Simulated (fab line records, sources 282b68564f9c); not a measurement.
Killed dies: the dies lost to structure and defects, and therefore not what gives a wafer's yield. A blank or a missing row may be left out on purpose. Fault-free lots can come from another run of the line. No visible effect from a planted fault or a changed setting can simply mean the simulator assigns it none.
The tool behind it: which one?	flow rit-cmos	42 wafers from 14 lots sampled at 4 of the route's 202 steps

WHAT THE GAUGES READ, wafer by wafer
RIT_PWELL_OVL_MEAS_06.
lot	measured	on	PWELL_OVL (nm)
L966	day 1 22:19	overlay-01	2.1 0.1 0.9
L967	day 2 02:53	overlay-02	-0.7 -0.7 -2.3
L968	day 2 11:08	overlay-02	-2.0 -2.7 -3.6
L969	day 2 18:11	overlay-02	-1.6 -1.9 -0.2
L970	day 3 00:53	overlay-01	0.0 1.8 2.2
L971	day 3 00:57	overlay-02	-0.1 -2.0 -0.7
L972	day 3 06:19	overlay-01	2.5 1.4 1.8
L977	day 4 05:52	overlay-02	-1.3 -0.6 1.1
L978	day 4 10:42	overlay-02	-1.5 -2.2 -2.9
L984	day 5 16:15	overlay-01	1.1 0.7 -0.6
L985	day 5 22:19	overlay-01	1.1 1.4 0.5
L987	day 6 08:05	overlay-01	-0.1 -0.5 -0.9
L988	day 6 11:56	overlay-02	-0.2 -0.4 0.1
L989	day 6 16:52	overlay-02	-2.3 -1.6 -0.4

RIT_NLDD_TW_MEAS_10.
lot	measured	on	NLDD_TW
L966	day 2 23:40	film-metro-02	2449 2440 2437
L967	day 3 01:32	film-metro-04	2454 2477 2474
L968	day 3 09:36	film-metro-04	2466 2463 2458
L969	day 3 16:01	film-metro-01	2453 2450 2458
L970	day 3 23:17	film-metro-01	2445 2459 2449
L971	day 4 01:16	film-metro-01	2461 2453 2452
L972	day 4 02:30	film-metro-02	2445 2448 2458
L977	day 5 02:34	film-metro-04	2475 2465 2485
L978	day 5 06:40	film-metro-01	2437 2455 2455
L984	day 6 12:43	film-metro-04	2493 2474 2468
L985	day 6 17:28	film-metro-04	2482 2483 2466
L987	day 7 05:13	film-metro-04	2467 2471 2469
L988	day 7 09:23	film-metro-04	2481 2470 2485
L989	day 7 13:29	film-metro-01	2461 2477 2464

EACH LOT AND THE TOOL THAT RAN IT (in order: tool; ch and the chambers of the sampled wafers; start)
lot	RIT_ACTIVE_HARDBAKE_12	RIT_GATE_STRIP_20
L966	litho-track-03 ch 0, day 1 14:44	plasma-asher-02 ch 0,1, day 2 17:56
L967	litho-track-04 ch 0, day 1 19:34	plasma-asher-03 ch 0,1, day 2 19:46
L968	litho-track-03 ch 0, day 2 00:35	plasma-asher-01 ch 0,1, day 3 04:37
L969	litho-track-02 ch 0, day 2 05:55	plasma-asher-03 ch 1, day 3 11:13
L970	litho-track-03 ch 0, day 2 14:37	plasma-asher-01 ch 0,1, day 3 15:27
L971	litho-track-03 ch 0, day 2 17:26	plasma-asher-03 ch 0,1, day 3 18:55
L972	litho-track-04 ch 0, day 2 21:50	plasma-asher-01 ch 0,1, day 3 21:33
L977	litho-track-03 ch 0, day 3 22:28	plasma-asher-01 ch 0,1, day 4 21:28
L978	litho-track-03 ch 0, day 4 02:43	plasma-asher-02 ch 0,1, day 5 01:50
L984	litho-track-04 ch 0, day 5 08:41	plasma-asher-02 ch 0,1, day 6 07:51
L985	litho-track-04 ch 0, day 5 13:48	plasma-asher-01 ch 0,1, day 6 12:41
L987	litho-track-02 ch 0, day 5 23:46	plasma-asher-03 ch 0,1, day 7 00:26
L988	litho-track-02 ch 0, day 6 04:41	plasma-asher-03 ch 0,1, day 7 04:38
L989	litho-track-04 ch 0, day 6 09:34	plasma-asher-02 ch 0,1, day 7 08:27
- RIT_ACTIVE_HARDBAKE_12: time 60 s.
- RIT_GATE_STRIP_20: strips in O2, time 180 s.

AS READ BY THE TOOLS THEMSELVES (means over the sampled wafers that have a number; for cases with no such wafer, the mark the record gives instead)
RIT_ACTIVE_HARDBAKE_12.
lot	tool	heater-power-total-W (W)	plate-temp-C (C)	resist-line-temp-C (C)
L966	litho-track-03	62.55	139.98	22.80
L967	litho-track-04	62.55	139.89	22.95
L968	litho-track-03	62.54	140.13	22.94
L969	litho-track-02	62.55	140.01	22.98
L970	litho-track-03	62.57	140.12	23.10
L971	litho-track-03	62.58	140.06	23.09
L972	litho-track-04	62.54	140.22	22.85
L977	litho-track-03	64.45	143.24	23.04
L978	litho-track-03	64.38	143.20	22.96
L984	litho-track-04	62.53	139.91	23.01
L985	litho-track-04	62.53	140.07	22.92
L987	litho-track-02	62.52	140.06	23.10
L988	litho-track-02	62.54	139.83	22.90
L989	litho-track-04	62.52	140.02	22.97

RIT_GATE_STRIP_20.
lot	tool	chamber-pressure-mTorr (mTorr)	drypump-motor-current-A (A)
L966	plasma-asher-02	4002	6.4
L967	plasma-asher-03	3999	5.8
L968	plasma-asher-01	3998	6.4
L969	plasma-asher-03	3999	6.2
L970	plasma-asher-01	4001	6.2
L971	plasma-asher-03	4000	5.3
L972	plasma-asher-01	4000	6.4
L977	plasma-asher-01	4003	6.4
L978	plasma-asher-02	4002	6.1
L984	plasma-asher-02	3998	6.4
L985	plasma-asher-01	4001	6.4
L987	plasma-asher-03	3999	5.8
L988	plasma-asher-03	4001	5.8
L989	plasma-asher-02	3999	6.1

THE ANSWER, worked out from the rows above alone
Rule: usual is defined by the lots themselves. Put in order of their means at a reading, lots are off if they are a third of the lots or fewer, leave a main group of 4 or more, and stand apart from it by a gap of 3 or more times the standard deviation of the main group's means; of several such gaps the widest counts. A main group is skipped when, at the precision printed for the reading in the tables above, its means are all equal. A lot without any number at a reading at which 4 lots or more have one is off too. Where the step has rows for the other lots, those lots are counted as sound. The gauges are gone through in route order, then the tools' own readings, and for those a lot's mean is taken as printed above. At the first step where some lot is off, the reading lying furthest off is the one used; lots without a number count as furthest.
Off at RIT_ACTIVE_HARDBAKE_12 (heater-power-total-W): L977, L978. Main group: mean 62.54 W, sd 0.017.
A tool fits if, at that step or a process step before it, it ran every lot that is off, and no sound lot after the first of them. One fits: litho-track-03 at RIT_ACTIVE_HARDBAKE_12. Its last sound lot is L971 (day 2 17:26), its first lot that is off L977 (day 3 22:28): a fault that began between those two fits.
The tool's own readings at RIT_ACTIVE_HARDBAKE_12 bear it out: on the lots that are off they differ by more than 5 times the standard deviation of the sound lots' means. heater-power-total-W reads 64.41 W there against 62.54 W on the sound lots; plate-temp-C reads 143.22 C there against 140.03 C on the sound lots.

WHAT THE SIMULATOR PUT IN
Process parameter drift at RIT_ACTIVE_HARDBAKE_12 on litho-track-03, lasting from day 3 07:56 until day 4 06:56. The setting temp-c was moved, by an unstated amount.
Struck lots among those shown: L977, L978. The rule above reached the same finding.
